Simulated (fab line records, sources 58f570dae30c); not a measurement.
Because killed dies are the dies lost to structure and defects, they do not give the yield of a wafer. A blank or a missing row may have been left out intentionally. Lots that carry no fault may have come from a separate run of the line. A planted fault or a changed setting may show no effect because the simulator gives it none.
Comparing a struck lot with a sound one	flow berkeley-cmos170	17 steps out of a route of 331
Sound: the wafers L475.1, L475.3, L475.6. Wafers struck: L481.1, L481.2, L481.5. The cause is given at the end.
At each step with rows: each side's tool, then ch and its chambers, then its first start. Under that, the readings that differ: sound wafers	struck wafers	difference of the means	sigmas: that difference in standard deviations of wafers without a fault.
alike: a reading whose means differ by less than 2 such deviations, as well as words and numbers matching on both sides. not compared: withheld readings; readings where some wafer has no value; bounds like >300 that might hide an equal value; numbers whose values overlap and for which the record gives no deviation.
A row with sigmas, a row that says differs or no value, or rows on one side alone: a step with any of these is where the two part. Non-overlapping numbers with no deviation appear without sigmas and do not part them. A reading missing from all wafers of one side parts the sides only when that side holds two or more wafers.

first, 1 step without rows for these wafers: UCB170_M3_SOFTBAKE_06 (time 60 s).
UCB170_M3_STRIP_07: strips in O2.
  sound on plasma-asher-03 ch 0,1, day 9 21:20; struck on plasma-asher-02 ch 0,1, day 11 01:17
  alike: chamber-pressure-mTorr, drypump-motor-current-A, oes-product-au, strip-time-to-endpoint-s
  not compared: rf-hours-counter-h
then, 7 steps without rows for these wafers: UCB170_M3_STRIP_08 (strips KrF in DMSO, time 600 s); UCB170_M3_COAT_09; UCB170_M3_COAT_10 (resist thk 900 nm); UCB170_M3_SOFTBAKE_11 (time 60 s); UCB170_M3_EXPOSE_12 (exposes mask METAL3, target cd 700 nm); UCB170_M3_PEB_13; UCB170_M3_DEVELOP_14 (develop time 46.53 s).
UCB170_M3_CD_MEAS_15 targets a cd of 700 nm.
  struck on cd-sem-02, day 11 02:40; sound on cd-sem-02, day 9 22:44
  alike: cd-nm
UCB170_M3_OVL_MEAS_16:
  struck on overlay-01, day 11 02:47; sound on overlay-02, day 9 22:51
  alike: M3_OVL
UCB170_M3_ETCH_17: etches BARC in N2/H2.
  sound on rie-diel-01 ch 0,1,2, day 9 22:53; struck on rie-diel-03 ch 1,2, day 11 02:50
  alike: chamber-pressure-mTorr, drypump-motor-current-A, n2-flow-sccm, oes-product-au, throttle-valve-pct
UCB170_M3_METAL_ETCH_18: etches Al in Cl2/BCl3, stops on SiO2, target depth 1170 nm, time 195 s.
  sound on rie-metal-04 ch 0,1, day 9 22:56; struck on rie-metal-03 ch 0,1, day 11 02:52
reading	sound	struck	difference	sigmas
oes-product-au (a.u.)	0.849 0.845 0.850	0.974 1.007 1.005	+0.147	+12
run-length-s (s)	223.0 223.0 222.7	81.4 81.1 80.9	-141.8	-99 or more
model.M3.feature-depth-nm (nm)	956.5 950 954.8	301.9 312.4 312.1	-645.0	
model.etch.depth-nm (nm)	897.5 891 902.5	301.9 312.4 312.1	-588.2	
model.KrF_of_M3_COAT_10.thk-nm (nm)	189.6 189.5 255.9	714.7 706.8 708.5	+498.3	
  alike: chamber-pressure-mTorr, drypump-motor-current-A, throttle-valve-pct
  not compared: rf-hours-counter-h
UCB170_M3_STRIP_19: strips in O2.
  sound on plasma-asher-02 ch 0,1, day 9 23:07; struck on plasma-asher-04 ch 0,1, day 11 03:04
reading	sound	struck	difference	sigmas
oes-product-au (a.u.)	0.517 0.519 0.588	0.734 0.723 0.720	+0.184	+7
  alike: chamber-pressure-mTorr, drypump-motor-current-A
  not compared: rf-hours-counter-h
UCB170_M3_CD_MEAS_90 targets a cd of 700 nm.
  struck on cd-sem-02, day 11 03:10; sound on cd-sem-02, day 9 23:13
reading	sound	struck	difference	sigmas
cd-nm (nm)	698 699 700	736 736 737	+37	+8
UCB170_M3_BOW_MEAS_20:
  struck on film-metro-03, day 11 03:17; sound on film-metro-03, day 9 23:20
  alike: M3_BOW
UCB170_M3_PROBE_99:
  struck on prober-02, day 11 03:24; sound on prober-02, day 9 23:27
reading	sound	struck	difference	sigmas
model.etest.antenna-m2.short	0	1 1	+1	
model.etest.antenna-m3.short	0	1 1	+1	
model.etest.antenna-m2.over-limit	0	1 1	+1	
model.etest.antenna-m3.over-limit	0	1 1	+1	

WHERE THEY PART
Last at UCB170_M3_CD_MEAS_90 as far as this record goes, first at UCB170_M3_METAL_ETCH_18. Later steps at which nothing parts them and some readings are alike: UCB170_M3_BOW_MEAS_20.

WHY: what had been put in by the simulator
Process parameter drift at UCB170_M3_METAL_ETCH_18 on rie-metal-03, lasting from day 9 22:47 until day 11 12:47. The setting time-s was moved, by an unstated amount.
